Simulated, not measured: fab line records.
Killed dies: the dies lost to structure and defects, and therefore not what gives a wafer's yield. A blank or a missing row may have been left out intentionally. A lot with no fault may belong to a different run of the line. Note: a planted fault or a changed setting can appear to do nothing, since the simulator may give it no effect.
Matching of chambers ; flow berkeleyCmos170 ; UCB170_ACTIVE_ETCH_15 on rieDiel-01: 4 sister chambers
The step etches Si3N4 in CH3F/Ar/O2, stops on SiO2, target depth 242 nm, time 151 s. 20 wafers are shown with their chamber, then 10 later ones without.

WAFERS PAIRED WITH THEIR CHAMBERS
wafer;chamber;drypumpMotorCurrentA (A);throttleValvePct (%);oesProductAu (a.u.)
L075.3;0;6.5;8.16;0.945
L075.5;1;5.4;8.07;0.937
L075.6;0;6.6;8.17;0.948
L076.1;2;6.2;7.89;0.931
L076.3;1;5.4;8.07;0.944
L076.6;2;6.2;7.90;0.947
L079.2;2;6.2;7.91;0.932
L079.3;0;6.5;8.18;0.946
L079.4;3;5.6;8.05;0.932
L082.3;3;5.5;8.06;0.927
L082.4;0;6.5;8.15;0.945
L082.6;3;5.6;8.07;0.931
L084.2;1;5.4;8.05;0.953
L084.3;3;5.5;8.08;0.940
L084.4;0;6.5;8.17;0.958
L085.1;2;6.1;7.90;0.934
L085.2;1;5.4;8.05;0.938
L085.4;0;6.5;8.15;0.943
L087.1;3;5.6;8.07;0.927
L087.4;2;6.2;7.90;0.931

SIGNATURES (means of the wafers above)
reading;chamber 0;chamber 1;chamber 2;chamber 3;scatter within a chamber
drypumpMotorCurrentA;6.517;5.400;6.180;5.560;0.0421
throttleValvePct;8.1633;8.0600;7.9000;8.0660;0.0108
oesProductAu;0.94750;0.94300;0.93500;0.93140;0.00616
Rule: distance of a wafer from a chamber = root of the sum over the readings of ((wafer's reading minus chamber's mean) / reading's scatter) squared. If the next closest chamber is less than 2 further off than the closest, the wafer can't be placed; otherwise it belongs to the closest. The scatter: the root of (the sum of the squares of (reading less its chamber's mean) over the shown wafers, divided by (wafers less chambers)).

WAFERS WHOSE CHAMBER IS MISSING
wafer;drypumpMotorCurrentA (A);throttleValvePct (%);oesProductAu (a.u.)
L087.6;5.6;8.06;0.937
L090.1;6.5;8.18;0.951
L090.4;5.4;8.06;0.939
L090.5;5.4;8.06;0.956
L093.4;5.4;8.06;0.955
L093.5;5.4;8.05;0.949
L093.6;6.1;7.87;0.942
L096.1;6.2;7.90;0.931
L096.2;5.4;8.04;0.944
L096.5;5.4;8.06;0.931

WHICH CHAMBER EACH WENT THROUGH
wafer;from the rows above;in truth
L087.6;3;3
L090.1;0;0
L090.4;1;1
L090.5;1;1
L093.4;1;1
L093.5;1;1
L093.6;2;2
L096.1;2;2
L096.2;1;1
L096.5;can't be placed: 1 or 3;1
Placed correctly: 9 of 10. Cannot be placed on the basis of these rows: 1; the candidates contain the true chamber in 1. Placed wrongly: 0.
